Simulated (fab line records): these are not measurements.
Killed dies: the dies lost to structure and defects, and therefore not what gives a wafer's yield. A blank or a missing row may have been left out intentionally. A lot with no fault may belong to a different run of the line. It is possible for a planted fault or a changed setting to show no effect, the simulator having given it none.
Split-lot experiment + flow berkeley-cmos170 + 23 wafers read from 5 lots, route of 331 steps

## THE SPLIT
At UCB170_SILICIDE_SPUTTER_01 (material Ti, target thk 30 nm, time 25 s), the setting power-w was moved away from the recipe's 1500 W on 6 of the 23 wafers read, by -11.8% to +9.5%. All remaining wafers had this setting at the recipe value.

## FROM THE SPLIT ON TO THE READING: in between, the file shows 1 step
- UCB170_SILICIDE_RS_MEAS_02: measures by four-point-probe

## THE READING
SILICIDE_TI_THK, in nm, at UCB170_SILICIDE_THK_MEAS_03 (measures by xrf). A value of 30.2 nm with a standard deviation of 0.33 nm is what fault-free wafers of this fab line usually give.

| wafer  | tool, chamber at the split | power-w as run, W | against the recipe | SILICIDE_TI_THK, nm | against lot-mates on the recipe |
|--------|----------------------------|-------------------|--------------------|---------------------|---------------------------------|
| L074.1 | pvd-sputter-01, -          | 1500              | recipe             | 30.2                | -                               |
| L074.5 | pvd-sputter-01, -          | 1500              | recipe             | 30.5                | -                               |
| L074.6 | pvd-sputter-01, -          | 1500              | recipe             | 30.1                | -                               |
| L076.1 | pvd-sputter-04, -          | 1323              | -11.8%             | 26.5                | -3.2                            |
| L076.2 | pvd-sputter-04, -          | 1500              | recipe             | 29.3                | -                               |
| L076.3 | pvd-sputter-04, -          | 1500              | recipe             | 30.0                | -                               |
| L076.4 | pvd-sputter-04, -          | 1500              | recipe             | 29.7                | -                               |
| L076.6 | pvd-sputter-04, -          | 1323              | -11.8%             | 26.9                | -2.8                            |
| L077.2 | pvd-sputter-01, -          | 1500              | recipe             | 30.5                | -                               |
| L077.3 | pvd-sputter-01, -          | 1642              | +9.5%              | 33.4                | +2.9                            |
| L077.4 | pvd-sputter-01, -          | 1500              | recipe             | 30.5                | -                               |
| L077.5 | pvd-sputter-01, -          | 1642              | +9.5%              | 33.4                | +2.9                            |
| L077.6 | pvd-sputter-01, -          | 1500              | recipe             | 30.4                | -                               |
| L084.1 | pvd-sputter-04, -          | 1433              | -4.5%              | 28.8                | -0.8                            |
| L084.3 | pvd-sputter-04, -          | 1500              | recipe             | 29.3                | -                               |
| L084.4 | pvd-sputter-04, -          | 1433              | -4.5%              | 28.3                | -1.3                            |
| L084.5 | pvd-sputter-04, -          | 1500              | recipe             | 29.7                | -                               |
| L084.6 | pvd-sputter-04, -          | 1500              | recipe             | 29.9                | -                               |
| L081.1 | pvd-sputter-02, -          | 1500              | recipe             | 30.4                | -                               |
| L081.2 | pvd-sputter-02, -          | 1500              | recipe             | 30.5                | -                               |
| L081.3 | pvd-sputter-02, -          | 1500              | recipe             | 30.2                | -                               |
| L081.5 | pvd-sputter-02, -          | 1500              | recipe             | 30.5                | -                               |
| L081.6 | pvd-sputter-02, -          | 1500              | recipe             | 30.3                | -                               |

FIT RESULTS
A straight line over all 23 wafers: SILICIDE_TI_THK changes by +0.316 nm for each +1% of power-w; r = +0.97; the points scatter about the line by 0.39 nm.
The same after taking each lot's own level away (the mean of its wafers on the recipe; 23 wafers): +0.274 nm for each +1%; r = +0.99; scatter 0.23 nm.
The reading moves by 3.2 nm for the largest change in power-w, on that fit.
Across the lots, their own levels run from 29.63 to 30.47 nm, a range of 2.5 times the standard deviation given above.
In other words, the slope is changed by the lot-to-lot level; the two fits disagree.
Check: -3.16 nm against its lot-mates is what the line predicts for one of the wafers moved furthest among these (-11.8%) when that wafer is left out of the fit. Against them it came out at -3.17 nm.

## THE OTHER SPLITS THESE WAFERS WENT THROUGH
Other splits were also applied to these wafers ahead of the reading. Each is held against what the fit with the lots' levels taken away leaves over:
| other split on the same wafers        | wafers away from the commonest value | r with SILICIDE_TI_THK (lot level and that fit taken away) |
|---------------------------------------|--------------------------------------|------------------------------------------------------------|
| UCB170_SPACER_CVD_00 time-s           | 7                                    | +0.46                                                      |
| UCB170_BACKSIDE_COAT_01 resist-thk-nm | 5                                    | +0.00                                                      |

## THE WHOLE CHAIN: every reading that the file lists as answering this split, in the file's order
| step                        | what it does                             | reading                                                                           | change (the file's fit)               | r (the file's) |
|-----------------------------|------------------------------------------|-----------------------------------------------------------------------------------|---------------------------------------|----------------|
| UCB170_SILICIDE_SPUTTER_01  | material Ti, target thk 30 nm, time 25 s | Ti_of_SILICIDE_SPUTTER_01.thk-nm (the simulator's own value, which no gauge read) | +0.278 nm for each +1% of the setting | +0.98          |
| UCB170_SILICIDE_RS_MEAS_02  | measures by four-point-probe             | SILICIDE_TI_RS                                                                    | -0.298 for each +1% of the setting    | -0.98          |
| UCB170_SILICIDE_THK_MEAS_03 | measures by xrf                          | SILICIDE_TI_THK                                                                   | +0.272 for each +1% of the setting    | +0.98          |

## FILE'S OWN FIT
SILICIDE_TI_THK changes by +0.272 nm for each +1% of power-w, r = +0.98.
